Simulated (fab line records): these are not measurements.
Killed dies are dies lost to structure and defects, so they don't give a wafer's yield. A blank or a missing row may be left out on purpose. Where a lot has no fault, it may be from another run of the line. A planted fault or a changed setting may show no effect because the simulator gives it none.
A lot that was struck, set against a sound lot / flow rit_cmos / 26 out of 202 route steps
Sound: the wafers L812.1, L812.4, L812.5. Wafers struck: L809.2, L809.4, L809.5. At the end, the cause is stated.
At each step with rows: each side's tool, then ch and its chambers, then its first start. Under that, the readings that differ: sound wafers / struck wafers / difference of the means / sigmas: that difference in standard deviations of wafers without a fault.
alike: words and numbers the same on both sides, and readings whose means are apart by under 2 such deviations; not compared: readings that were withheld, readings missing a value for some wafer, numbers with overlapping values and no deviation given by the record, and bounds like >300 which may hide the same value.
The two part at a step that has a row with sigmas, a row that says differs or no value, or rows on one side only. Numbers that have no deviation but don't overlap get no sigmas and don't part them. Lack of a reading on every wafer of one side parts them only where that side has two or more wafers.

first, 2 steps without rows for these wafers: RIT_REOX_CLEAN_02 (cleans in SC2, time 600 s); RIT_REOX_OXIDATION_03 (target thk 25.2 nm, ox time 5580 s).
RIT_REOX_THK_MEAS_04:
  struck on film_metro-03, day 6 16:18; sound on film_metro-01, day 7 06:14
  alike: REOX_OXIDE_THK
then, 6 steps without rows for these wafers: RIT_NLDD_HMDS_00 (prime time 60 s); RIT_NLDD_COAT_01 (resist thk 1000 nm); RIT_NLDD_SOFTBAKE_02 (time 60 s); RIT_NLDD_EXPOSE_03 (exposes mask M7, target cd 40700 nm); RIT_NLDD_PEB_04; RIT_NLDD_DEVELOP_05 (develop time 50 s).
RIT_NLDD_OVL_MEAS_06:
  struck on overlay-02, day 6 17:19; sound on overlay-02, day 7 07:25
  alike: NLDD_OVL
then, 2 steps without rows for these wafers: RIT_NLDD_HARDBAKE_07 (time 60 s); RIT_NLDD_IMPLANT_08.
RIT_NLDD_STRIP_09: strips in O2, time 180 s.
  sound on plasma_asher-04 ch 1, day 7 07:51; struck on plasma_asher-02 ch 0,1, day 6 17:38
  no value came back on the struck wafers for chamber_pressure_mTorr (mTorr), drypump_motor_current_A (A), time_s (s); on the sound wafers chamber_pressure_mTorr (mTorr) reads 4002 4000 3996
reading=model.NOVOLAK_of_NLDD_COAT_01.thk_nm (nm); sound=0 0 0; struck=884 886.3 885.7; difference=+885; sigmas=
  not compared: rf_hours_counter_h
RIT_NLDD_TW_MEAS_10:
  struck on film_metro-01, day 6 17:49; sound on film_metro-02, day 7 08:02
  alike: NLDD_TW
then, 6 steps without rows for these wafers: RIT_PLDD_HMDS_00 (prime time 60 s); RIT_PLDD_COAT_01 (resist thk 1000 nm); RIT_PLDD_SOFTBAKE_02 (time 60 s); RIT_PLDD_EXPOSE_03 (exposes mask M8, target cd 40900 nm); RIT_PLDD_PEB_04; RIT_PLDD_DEVELOP_05 (develop time 50 s).
RIT_PLDD_OVL_MEAS_06:
  struck on overlay-01, day 6 18:45; sound on overlay-02, day 7 09:04
  alike: PLDD_OVL
then, 2 steps without rows for these wafers: RIT_PLDD_HARDBAKE_07 (time 60 s); RIT_PLDD_IMPLANT_08.
RIT_PLDD_STRIP_09: strips in O2, time 180 s.
  sound on plasma_asher-03 ch 0,1, day 7 09:24; struck on plasma_asher-04 ch 0,1, day 6 19:05
  alike: chamber_pressure_mTorr, drypump_motor_current_A
  not compared: rf_hours_counter_h
RIT_PLDD_TW_MEAS_10:
  struck on film_metro-01, day 6 19:29; sound on film_metro-01, day 7 09:35
reading=PLDD_TW; sound=2355 2357 2368; struck=30 30 30; difference=-2330; sigmas=-99 or more
  not compared: hold
RIT_M1_PROBE_99:
  the record has rows for the sound wafers here (prober-02, day 7 23:52) and none for the struck ones

## WHERE THEY PART
First at RIT_NLDD_STRIP_09; last, within this record, at RIT_M1_PROBE_99.

WHY: the cause the simulator had injected
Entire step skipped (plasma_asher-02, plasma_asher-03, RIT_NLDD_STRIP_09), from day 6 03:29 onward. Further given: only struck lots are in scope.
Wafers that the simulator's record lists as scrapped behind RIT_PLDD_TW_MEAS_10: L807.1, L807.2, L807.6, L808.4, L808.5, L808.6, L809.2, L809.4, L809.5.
